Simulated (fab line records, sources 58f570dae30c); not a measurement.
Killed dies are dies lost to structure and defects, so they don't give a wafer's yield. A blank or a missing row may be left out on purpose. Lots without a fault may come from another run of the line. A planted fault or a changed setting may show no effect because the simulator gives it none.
Split-lot experiment | flow berkeley_cmos170 | 5 lots, 23 wafers read, on a route of 331 steps

THE SPLIT
At UCB170_GATE_EXPOSE_09 (exposes mask POLY, target cd 350 nm), the setting dose_mj was moved away from the recipe's 21 on 7 of the 23 wafers read, by -5.9% to +6.6%. The other wafers ran this setting at the recipe's value.

FROM THE SPLIT TO THE READING: what the file shows between them, 6 steps
- UCB170_GATE_PEB_10
- UCB170_GATE_DEVELOP_11: develop time 45 s
- UCB170_GATE_CD_MEAS_12: target cd 350 nm
- UCB170_GATE_ETCH_14: etches BARC in N2/H2 (also split here: bias_w)
- UCB170_GATE_ETCH_15: etches poly-Si in HBr/Cl2, stops on SiO2, time 56.3 s, target depth 278.2 nm
- UCB170_GATE_STRIP_16: strips in O2

THE READING
cd_nm, in nm, at UCB170_GATE_CD_MEAS_90 (target cd 350 nm). Fault-free wafers of this fab line usually give 350.1 nm, standard deviation 1.4 nm.

wafer  | tool, chamber at the split | dose_mj as run | against the recipe | cd_nm, nm | against lot-mates on the recipe
L075.1 | krf_scanner-01, 0          | 22.39          | +6.6%              | 339.8     | -10.7
L075.2 | krf_scanner-01, 0          | 21             | recipe             | 350.5     | -
L075.3 | krf_scanner-01, 0          | 22.39          | +6.6%              | 340.0     | -10.5
L075.4 | krf_scanner-01, 0          | 22.39          | +6.6%              | 338.9     | -11.6
L075.5 | krf_scanner-01, 0          | 21             | recipe             | 350.5     | -
L076.1 | krf_scanner-02, 0          | 21             | recipe             | 351.0     | -
L076.3 | krf_scanner-02, 0          | 21             | recipe             | 352.9     | -
L076.4 | krf_scanner-02, 0          | 21.58          | +2.8%              | 347.1     | -4.7
L076.5 | krf_scanner-02, 0          | 21.58          | +2.8%              | 347.8     | -4.0
L076.6 | krf_scanner-02, 0          | 21             | recipe             | 351.4     | -
L078.1 | krf_scanner-01, 0          | 21             | recipe             | 351.0     | -
L078.3 | krf_scanner-01, 0          | 21             | recipe             | 351.1     | -
L078.5 | krf_scanner-01, 0          | 21             | recipe             | 351.0     | -
L079.1 | krf_scanner-02, 0          | 21             | recipe             | 350.7     | -
L079.2 | krf_scanner-02, 0          | 21             | recipe             | 351.0     | -
L079.3 | krf_scanner-02, 0          | 21             | recipe             | 351.4     | -
L079.5 | krf_scanner-02, 0          | 21             | recipe             | 351.4     | -
L079.6 | krf_scanner-02, 0          | 21             | recipe             | 350.3     | -
L082.1 | krf_scanner-01, 0          | 21             | recipe             | 349.8     | -
L082.2 | krf_scanner-01, 0          | 21             | recipe             | 347.8     | -
L082.3 | krf_scanner-01, 0          | 21             | recipe             | 349.5     | -
L082.4 | krf_scanner-01, 0          | 19.77          | -5.9%              | 358.2     | +9.2
L082.6 | krf_scanner-01, 0          | 19.77          | -5.9%              | 356.8     | +7.8

THE FIT
A straight line over all 23 wafers: cd_nm changes by -1.46 nm for each +1% of dose_mj; r = -0.97; the points scatter about the line by 1.2 nm.
The same after taking each lot's own level away (the mean of its wafers on the recipe; 23 wafers): -1.57 nm for each +1%; r = -0.99; scatter 0.64 nm.
On that fit, the largest move of dose_mj shifts the reading by 10 nm.
The lots' own levels span 349.03 to 351.77 nm, that is 2.0 times the standard deviation above.
So the lot-to-lot level changes the slope little: the two slopes agree.
Check: with one of the wafers moved furthest among these (+6.6%) left out of the fit, the line predicts -10.5 nm for it against its lot-mates. It came out at -10.7 nm against them.

OTHER SPLITS ON THESE WAFERS
These wafers also went through other splits before the reading. Each is held against what the fit with the lots' levels taken away leaves over:
other split on the same wafers | wafers away from the commonest value | r with cd_nm (lot level and that fit taken away)
UCB170_GATE_ETCH_14 bias_w     | 5                                    | -0.05

THE WHOLE CHAIN: every reading that the file lists as answering this split, in the file's order
step                   | what it does                                                                 | reading                                                     | change (the file's fit)              | r (the file's)
UCB170_GATE_CD_MEAS_12 | target cd 350 nm                                                             | cd_nm                                                       | -1.59 nm for each +1% of the setting | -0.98
UCB170_GATE_ETCH_15    | etches poly-Si in HBr/Cl2, stops on SiO2, time 56.3 s, target depth 278.2 nm | GATE.cd_nm (the simulator's own value, which no gauge read) | -1.55 nm for each +1% of the setting | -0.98
UCB170_GATE_CD_MEAS_90 | target cd 350 nm                                                             | cd_nm                                                       | -1.56 nm for each +1% of the setting | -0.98

THE FILE'S OWN FIT
cd_nm changes by -1.56 nm for each +1% of dose_mj, r = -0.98.
